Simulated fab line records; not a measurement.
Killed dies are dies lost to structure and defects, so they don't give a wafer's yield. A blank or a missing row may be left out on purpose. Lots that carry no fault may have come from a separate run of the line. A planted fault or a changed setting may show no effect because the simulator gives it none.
Which tool was responsible? :: flow berkeley_cmos170 :: 14 lots, 42 wafers sampled, at 4 steps of a route of 331

== WHAT THE GAUGES SHOWED, per wafer ==
UCB170_ACTIVE_CD_MEAS_13 targets a cd of 1200 nm. Usual: cd_nm at 1200.1 nm, with a standard deviation of 1.6.
lot: L531
measured: day 4 15:16
on: cd_sem-02
cd_nm (nm): 1200.2 1198.7 1199.6
flag: 

lot: L532
measured: day 4 22:26
on: cd_sem-02
cd_nm (nm): 1199.2 1199.1 1199.1
flag: 

lot: L533
measured: day 5 03:15
on: cd_sem-02
cd_nm (nm): 1196.6 1196.4 1196.1
flag: 

lot: L535
measured: day 5 16:50
on: cd_sem-01
cd_nm (nm): 1199.8 1199.5 1199.7
flag: 

lot: L536
measured: day 6 00:59
on: cd_sem-01
cd_nm (nm): 1201.8 1202.1 1201.1
flag: 

lot: L538
measured: day 6 01:38
on: cd_sem-01
cd_nm (nm): 1197.7 1200.2 1200.3
flag: 

lot: L537
measured: day 6 01:56
on: cd_sem-01
cd_nm (nm): 1200.2 1200.6 1201.7
flag: 

lot: L541
measured: day 6 17:53
on: cd_sem-01
cd_nm (nm): 1200.4 1199.9 1201.8
flag: 

lot: L543
measured: day 7 03:04
on: cd_sem-02
cd_nm (nm): 1196.6 1197.3 1196.1
flag: 

lot: L544
measured: day 7 17:56
on: cd_sem-02
cd_nm (nm): 1196.7 1197.9 1198.1
flag: 

lot: L546
measured: day 8 14:47
on: cd_sem-02
cd_nm (nm): 1204.3 1202.5 1200.1
flag: 

lot: L549
measured: day 9 01:08
on: cd_sem-01
cd_nm (nm): 1202.6 1203.5 1201.8
flag: 

lot: L551
measured: day 9 14:14
on: cd_sem-02
cd_nm (nm): 1199.5 1199.2 1199.2
flag: 

lot: L554
measured: day 10 07:43
on: cd_sem-02
cd_nm (nm): 1200.5 1201.6 1200.7
flag: 

UCB170_V1_CD_MEAS_90 targets a cd of 700 nm. Usual: cd_nm at 700.4 nm, with a standard deviation of 1.5.
lot: L531
measured: day 8 12:46
on: cd_sem-02
cd_nm (nm): 699.8 698.1 699.6
flag: 

lot: L532
measured: day 9 05:25
on: cd_sem-02
cd_nm (nm): 698.9 698.9 698.2
flag: 

lot: L533
measured: day 9 08:14
on: cd_sem-01
cd_nm (nm): 699.0 699.9 700.5
flag: 

lot: L535
measured: day 9 10:47
on: cd_sem-01
cd_nm (nm): 699.8 698.8 699.5
flag: 

lot: L536
measured: day 10 13:24
on: cd_sem-02
cd_nm (nm): 697.5 697.6 699.7
flag: 

lot: L538
measured: day 10 14:49
on: cd_sem-02
cd_nm (nm): 699.1 699.1 699.5
flag: 

lot: L537
measured: day 10 10:52
on: cd_sem-02
cd_nm (nm): 702.3 701.8 700.7
flag: 

lot: L541
measured: day 11 00:28
on: cd_sem-01
cd_nm (nm): 700.9 701.6 700.8
flag: 

lot: L543
measured: day 11 09:33
on: cd_sem-01
cd_nm (nm): 702.2 700.5 702.4
flag: 

lot: L544
measured: day 12 02:04
on: cd_sem-02
cd_nm (nm): 699.4 700.2 699.8
flag: 

lot: L546
measured: day 12 14:44
on: cd_sem-02
cd_nm (nm): 701.9 702.6 701.1
flag: 

lot: L549
measured: day 12 23:02
on: cd_sem-02
cd_nm (nm): 697.6 698.8 697.5
flag: 

lot: L551
measured: day 13 11:18
on: cd_sem-01
cd_nm (nm): 696.3 698.0 697.6
flag: 

lot: L554
measured: day 14 08:37
on: cd_sem-02
cd_nm (nm): 701.2 700.8 700.1
flag: 

== TOOL THAT RAN EACH LOT (tool first, then ch and the chambers of the sampled wafers, then the start) ==
lot: L531
UCB170_ACTIVE_SOFTBAKE_09: litho_track-01 ch 0, day 4 13:42
UCB170_BACKSIDE_STRIP_03: plasma_asher-02 ch 0,1, day 8 00:02

lot: L532
UCB170_ACTIVE_SOFTBAKE_09: litho_track-02 ch 0, day 4 20:24
UCB170_BACKSIDE_STRIP_03: plasma_asher-01 ch 0, day 8 17:52

lot: L533
UCB170_ACTIVE_SOFTBAKE_09: litho_track-01 ch 0, day 5 01:53
UCB170_BACKSIDE_STRIP_03: plasma_asher-02 ch 0,1, day 8 18:13

lot: L535
UCB170_ACTIVE_SOFTBAKE_09: litho_track-04 ch 0, day 5 16:05
UCB170_BACKSIDE_STRIP_03: plasma_asher-02 ch 0,1, day 8 18:42

lot: L536
UCB170_ACTIVE_SOFTBAKE_09: litho_track-01 ch 0, day 6 00:07
UCB170_BACKSIDE_STRIP_03: plasma_asher-01 ch 0,1, day 9 23:47

lot: L538
UCB170_ACTIVE_SOFTBAKE_09: litho_track-01 ch 0, day 6 00:32
UCB170_BACKSIDE_STRIP_03: plasma_asher-02 ch 0,1, day 9 23:40

lot: L537
UCB170_ACTIVE_SOFTBAKE_09: litho_track-04 ch 0, day 6 00:58
UCB170_BACKSIDE_STRIP_03: plasma_asher-01 ch 0, day 9 23:13

lot: L541
UCB170_ACTIVE_SOFTBAKE_09: litho_track-01 ch 0, day 6 17:20
UCB170_BACKSIDE_STRIP_03: plasma_asher-01 ch 0, day 10 10:20

lot: L543
UCB170_ACTIVE_SOFTBAKE_09: litho_track-01 ch 0, day 7 02:17
UCB170_BACKSIDE_STRIP_03: plasma_asher-01 ch 0,1, day 10 22:16

lot: L544
UCB170_ACTIVE_SOFTBAKE_09: litho_track-01 ch 0, day 7 17:06
UCB170_BACKSIDE_STRIP_03: plasma_asher-01 ch 0,1, day 11 11:10

lot: L546
UCB170_ACTIVE_SOFTBAKE_09: litho_track-02 ch 0, day 8 14:05
UCB170_BACKSIDE_STRIP_03: plasma_asher-01 ch 0,1, day 12 02:36

lot: L549
UCB170_ACTIVE_SOFTBAKE_09: litho_track-04 ch 0, day 8 23:50
UCB170_BACKSIDE_STRIP_03: plasma_asher-01 ch 0,1, day 12 11:01

lot: L551
UCB170_ACTIVE_SOFTBAKE_09: litho_track-02 ch 0, day 9 13:35
UCB170_BACKSIDE_STRIP_03: plasma_asher-03 ch 0,1, day 12 22:48

lot: L554
UCB170_ACTIVE_SOFTBAKE_09: litho_track-02 ch 0, day 10 06:34
UCB170_BACKSIDE_STRIP_03: plasma_asher-02 ch 0,1, day 13 14:11
- UCB170_ACTIVE_SOFTBAKE_09: time 60 s.
- UCB170_BACKSIDE_STRIP_03: strips in O2.

== WHAT THE TOOLS THEMSELVES READ (means of the sampled wafers that have a number; where no wafer has one, the mark that the record gives instead) ==
UCB170_ACTIVE_SOFTBAKE_09. Usual: chill_plate_temp_C 23.02 C, standard deviation 0.1; run_length_s 89.28 s, standard deviation 0.15.
lot: L531
tool: litho_track-01
chill_plate_temp_C (C): 22.91
run_length_s (s): 89.38
flag: 

lot: L532
tool: litho_track-02
chill_plate_temp_C (C): 23.06
run_length_s (s): 89.23
flag: 

lot: L533
tool: litho_track-01
chill_plate_temp_C (C): 23.07
run_length_s (s): 89.44
flag: 

lot: L535
tool: litho_track-04
chill_plate_temp_C (C): 22.99
run_length_s (s): 89.11
flag: 

lot: L536
tool: litho_track-01
chill_plate_temp_C (C): 23.12
run_length_s (s): 89.41
flag: 

lot: L538
tool: litho_track-01
chill_plate_temp_C (C): 23.10
run_length_s (s): 89.46
flag: 

lot: L537
tool: litho_track-04
chill_plate_temp_C (C): 23.14
run_length_s (s): 89.19
flag: 

lot: L541
tool: litho_track-01
chill_plate_temp_C (C): 22.99
run_length_s (s): 89.34
flag: 

lot: L543
tool: litho_track-01
chill_plate_temp_C (C): 22.95
run_length_s (s): 110.07
flag: OFF

lot: L544
tool: litho_track-01
chill_plate_temp_C (C): 23.02
run_length_s (s): 109.97
flag: OFF

lot: L546
tool: litho_track-02
chill_plate_temp_C (C): 23.10
run_length_s (s): 89.14
flag: 

lot: L549
tool: litho_track-04
chill_plate_temp_C (C): 22.83
run_length_s (s): 89.26
flag: 

lot: L551
tool: litho_track-02
chill_plate_temp_C (C): 22.99
run_length_s (s): 89.23
flag: 

lot: L554
tool: litho_track-02
chill_plate_temp_C (C): 22.95
run_length_s (s): 89.23
flag: 

UCB170_BACKSIDE_STRIP_03. Usual: drypump_motor_current_A 5.9 A, standard deviation 0.46; oes_product_au 0.734 a.u., standard deviation 0.0048; strip_time_to_endpoint_s 21.99 s, standard deviation 0.081.
lot: L531
tool: plasma_asher-02
drypump_motor_current_A (A): 5.9
oes_product_au (a.u.): 0.733
strip_time_to_endpoint_s (s): 22.09
flag: 

lot: L532
tool: plasma_asher-01
drypump_motor_current_A (A): 6.4
oes_product_au (a.u.): 0.733
strip_time_to_endpoint_s (s): 22.08
flag: 

lot: L533
tool: plasma_asher-02
drypump_motor_current_A (A): 6.0
oes_product_au (a.u.): 0.738
strip_time_to_endpoint_s (s): 22.01
flag: 

lot: L535
tool: plasma_asher-02
drypump_motor_current_A (A): 6.1
oes_product_au (a.u.): 0.735
strip_time_to_endpoint_s (s): 22.13
flag: 

lot: L536
tool: plasma_asher-01
drypump_motor_current_A (A): 6.1
oes_product_au (a.u.): 0.740
strip_time_to_endpoint_s (s): 21.88
flag: 

lot: L538
tool: plasma_asher-02
drypump_motor_current_A (A): 6.0
oes_product_au (a.u.): 0.736
strip_time_to_endpoint_s (s): 22.07
flag: 

lot: L537
tool: plasma_asher-01
drypump_motor_current_A (A): 6.4
oes_product_au (a.u.): 0.732
strip_time_to_endpoint_s (s): 21.98
flag: 

lot: L541
tool: plasma_asher-01
drypump_motor_current_A (A): 6.4
oes_product_au (a.u.): 0.739
strip_time_to_endpoint_s (s): 21.98
flag: 

lot: L543
tool: plasma_asher-01
drypump_motor_current_A (A): 6.1
oes_product_au (a.u.): 0.731
strip_time_to_endpoint_s (s): 22.05
flag: 

lot: L544
tool: plasma_asher-01
drypump_motor_current_A (A): 6.2
oes_product_au (a.u.): 0.740
strip_time_to_endpoint_s (s): 22.01
flag: 

lot: L546
tool: plasma_asher-01
drypump_motor_current_A (A): 5.9
oes_product_au (a.u.): 0.731
strip_time_to_endpoint_s (s): 22.05
flag: 

lot: L549
tool: plasma_asher-01
drypump_motor_current_A (A): 5.9
oes_product_au (a.u.): 0.734
strip_time_to_endpoint_s (s): 22.02
flag: 

lot: L551
tool: plasma_asher-03
drypump_motor_current_A (A): 5.0
oes_product_au (a.u.): 0.733
strip_time_to_endpoint_s (s): 22.10
flag: 

lot: L554
tool: plasma_asher-02
drypump_motor_current_A (A): 5.9
oes_product_au (a.u.): 0.736
strip_time_to_endpoint_s (s): 21.93
flag: 

== THE ANSWER, worked out from the rows above alone ==
Rule: lot off if the mean of its wafers having a number is beyond 3 standard deviations from the usual mean. A lot without any number at a reading at which 4 lots or more have one is off too. Any other lot the step has rows for is counted as sound. The gauges are gone through in route order, then the tools' own readings, and for those a lot's mean is taken as printed above. The first step at which some lot is off is used, and at that step the reading that is off furthest; a lot without a number counts as furthest.
Off at UCB170_ACTIVE_SOFTBAKE_09 (run_length_s): L543, L544.
A tool fits if, at that step or a process step before it, it ran every lot that is off, and no sound lot after the first of them. One fits: litho_track-01 at UCB170_ACTIVE_SOFTBAKE_09. Its last sound lot is L541 (day 6 17:20), its first lot that is off L543 (day 7 02:17): a fault that began between those two fits.
On the lots that are off, the tool's own readings at UCB170_ACTIVE_SOFTBAKE_09 differ by more than 5 times the standard deviation of the sound lots' means, which bears it out; run_length_s reads 110.02 s there versus 89.28 s on the sound lots.

== WHAT THE SIMULATOR HAD PUT IN ==
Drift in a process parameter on litho_track-01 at UCB170_ACTIVE_SOFTBAKE_09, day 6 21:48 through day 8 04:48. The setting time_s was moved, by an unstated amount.
Struck lots among those shown: L543, L544. This agrees with what the rule above found.
